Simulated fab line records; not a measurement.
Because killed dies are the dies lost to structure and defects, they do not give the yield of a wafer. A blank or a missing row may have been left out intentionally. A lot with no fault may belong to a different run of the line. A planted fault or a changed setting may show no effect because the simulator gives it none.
A lot that was struck, set against a sound lot    flow ritCmos    21 out of 202 route steps
Sound: these wafers, L681.2, L681.4, L681.6. The struck wafers were L689.1, L689.3, L689.4. At the end, the cause is stated.
Order at every step that has rows: each side's tool, ch and its chambers, its first start. Under that, the readings that differ: sound wafers    struck wafers    difference of the means    sigmas: that difference in standard deviations of wafers without a fault.
alike: words and numbers the same on both sides, and readings whose means are apart by under 2 such deviations; not compared: readings that were withheld, readings missing a value for some wafer, numbers with overlapping values and no deviation given by the record, and bounds like >300 which may hide the same value.
A row with sigmas, a row that says differs or no value, or rows on one side alone: a step with any of these is where the two part. Numbers that have no deviation but don't overlap get no sigmas and don't part them. A reading that every wafer of one side lacks parts them only if that side has two wafers or more.

first, 1 step without rows for these wafers: RIT_CONTACT_HARDBAKE_10 (time 60 s).
RIT_CONTACT_ETCH_11: etches SiO2 in CHF3/CF4/Ar, stops on TiSi2, target depth 480 nm, time 320 s.
  sound on rieDiel-03 ch 0,1,2, day 4 09:31; struck on rieDiel-01 ch 2,3, day 6 02:16
reading               sound           struck          difference  sigmas
throttleValvePct (%)  8.82 8.65 8.84  9.08 8.95 9.07  +0.26       +3
  alike: cf4FlowSccm, drypumpMotorCurrentA, oesProductAu
  not compared: rfHoursCounterH
RIT_CONTACT_STRIP_12: strips in O2, time 180 s.
  sound on plasmaAsher-03 ch 0,1, day 4 09:43; struck on plasmaAsher-03 ch 0,1, day 6 02:28
  alike: drypumpMotorCurrentA
  not compared: rfHoursCounterH
RIT_CONTACT_CD_MEAS_90: the cd target is 1000 nm.
  struck on cdSem-02, day 6 02:38; sound on cdSem-01, day 4 09:55
  alike: cdNm
then, 2 steps without rows for these wafers: RIT_CONTACT_CLEAN_13 (cleans in SC1, time 600 s); RIT_CONTACT_CLEAN_14 (cleans in SC2, time 600 s).
RIT_M1_SPUTTER_00: material Al, target thk 400 nm, time 500 s.
  struck on pvdSputter-04, day 6 03:06; sound on pvdSputter-02, day 4 10:23
  alike: cathodeDcPowerW, throttleValvePct
RIT_M1_RS_MEAS_01: uses a four-point probe to measure.
  struck on filmMetro-02, day 6 03:24; sound on filmMetro-04, day 4 10:43
  alike: M1_AL_RS
RIT_M1_THK_MEAS_02: measures by xrf.
  struck on filmMetro-02, day 6 03:31; sound on filmMetro-04, day 4 10:49
  alike: M1_AL_THK
then, 3 steps without rows for these wafers: RIT_M1_HMDS_03 (prime time 60 s); RIT_M1_COAT_04 (resist thk 1300 nm); RIT_M1_SOFTBAKE_05 (time 60 s).
RIT_M1_EXPOSE_06: exposes mask M12, target cd 2600 nm.
  sound on ilineStepper-01 ch 0, day 4 11:28; struck on ilineStepper-01 ch 0, day 6 04:09
reading  sound              struck                      difference  sigmas
mask     M12#0 M12#0 M12#0  M12_R1#0 M12_R1#0 M12_R1#0  differs     
  alike: reticleTempC
then, 2 steps without rows for these wafers: RIT_M1_PEB_07; RIT_M1_DEVELOP_08 (develop time 68 s).
RIT_M1_CD_MEAS_09: the cd target is 2600 nm.
  struck on cdSem-01, day 6 04:35; sound on cdSem-02, day 4 11:54
reading    sound                 struck                difference  sigmas
cdNm (nm)  2595.3 2600.1 2594.7  2254.2 2253.6 2253.7  -342.9      -99 or more
RIT_M1_OVL_MEAS_10:
  struck on overlay-02, day 6 04:42; sound on overlay-01, day 4 12:01
  alike: M1_OVL
then, 1 step without rows for these wafers: RIT_M1_HARDBAKE_11 (time 120 s).
RIT_M1_METAL_ETCH_12: etches Al in Cl2/BCl3, stops on SiO2, time 165 s, target depth 600 nm.
  sound on rieMetal-03 ch 0,1, day 4 12:17; struck on rieMetal-01 ch 0,1, day 6 04:59
reading                   sound           struck          difference  sigmas
drypumpMotorCurrentA (A)  6.3 6.3 6.4     5.4 5.4 5.7     -0.8        -2
model.M1.cdNm (nm)        2593 2596 2592  2251 2252 2253  -342        
  alike: oesProductAu, throttleValvePct
  not compared: rfHoursCounterH
then, 1 step without rows for these wafers: RIT_M1_STRIP_13 (strips in nmp, time 600 s).
RIT_M1_PROBE_99:
  struck on prober-01, day 6 08:48; sound on prober-02, day 4 14:35
reading                  sound              struck             difference  sigmas
defectLimitedYield (%)   98.5 98.1 98.9     85.6 86.4 88.3     -11.7       -12
killed_at_M0_to_M3       0 0 0              30 27 21           +26         +99 or more
killedDies               4 5 3              38 36 31           +31         +11
killedOnRim              1 2 0              24 24 18           +21         +18
sort_bin_5_function (%)  0.4 1.1 1.1        12.9 11.7 11.0     +11.0       +16
sortNPass                260.0 259.0 261.0  226.0 228.0 233.0  -31.0       -11
sortYieldPct (%)         98.5 98.1 98.9     85.6 86.4 88.3     -11.7       -12
  alike: killedAtContacts, killedAtFrontEnd, killedOpen, killedShort, sort_bin_3_pad_short, sort_bin_6_memory

## WHERE THEY PART
Earliest at RIT_CONTACT_ETCH_11; latest, in this record, at RIT_M1_PROBE_99.

WHY: whatever the simulator had introduced
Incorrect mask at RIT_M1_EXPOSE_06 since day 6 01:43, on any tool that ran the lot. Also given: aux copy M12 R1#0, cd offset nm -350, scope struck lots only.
